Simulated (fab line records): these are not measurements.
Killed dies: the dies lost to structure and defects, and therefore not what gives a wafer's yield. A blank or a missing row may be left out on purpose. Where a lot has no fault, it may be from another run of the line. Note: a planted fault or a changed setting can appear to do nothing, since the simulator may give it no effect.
Matching of chambers || flow berkeley_cmos170 || 4 sister chambers for UCB170_M2_ETCH_17 on rie_diel-03
The step etches BARC in N2/H2. 4 wafers are shown with their chamber, then 6 later ones without.

WAFERS PAIRED WITH THEIR CHAMBERS
{"wafer": "L383.5", "chamber": 1, "drypump_motor_current_A (A)": 5.4}
{"wafer": "L381.4", "chamber": 2, "drypump_motor_current_A (A)": 5.8}
{"wafer": "L390.3", "chamber": 0, "drypump_motor_current_A (A)": 6.5}
{"wafer": "L390.5", "chamber": 3, "drypump_motor_current_A (A)": 5.6}

WAFERS WITHOUT THEIR CHAMBER
{"wafer": "L395.2", "drypump_motor_current_A (A)": 6.6}
{"wafer": "L395.3", "drypump_motor_current_A (A)": 5.6}
{"wafer": "L395.6", "drypump_motor_current_A (A)": 5.4}
{"wafer": "L393.1", "drypump_motor_current_A (A)": 5.4}
{"wafer": "L393.4", "drypump_motor_current_A (A)": 5.6}
{"wafer": "L393.5", "drypump_motor_current_A (A)": 5.4}

EACH ONE'S CHAMBER
{"wafer": "L395.2", "from the rows above": 0, "in truth": 0}
{"wafer": "L395.3", "from the rows above": 3, "in truth": 3}
{"wafer": "L395.6", "from the rows above": 1, "in truth": 1}
{"wafer": "L393.1", "from the rows above": 1, "in truth": 1}
{"wafer": "L393.4", "from the rows above": 3, "in truth": 3}
{"wafer": "L393.5", "from the rows above": 1, "in truth": 1}
Correct placement for 6 of the 6. Left unplaced by these rows: 0. Placed wrongly: 0.
How it was worked out, from the rows above alone: a wafer's distance from a chamber is the root of the sum, over the readings, of the square of ((its reading less the chamber's mean) divided by the reading's scatter). The wafer belongs to the nearest chamber; if the next one is less than 2 further off, it can't be placed. A chamber's mean is the mean of its shown wafers. The scatter: root of mean squared gap, hidden wafer to nearest shown wafer, with one shown wafer a chamber.
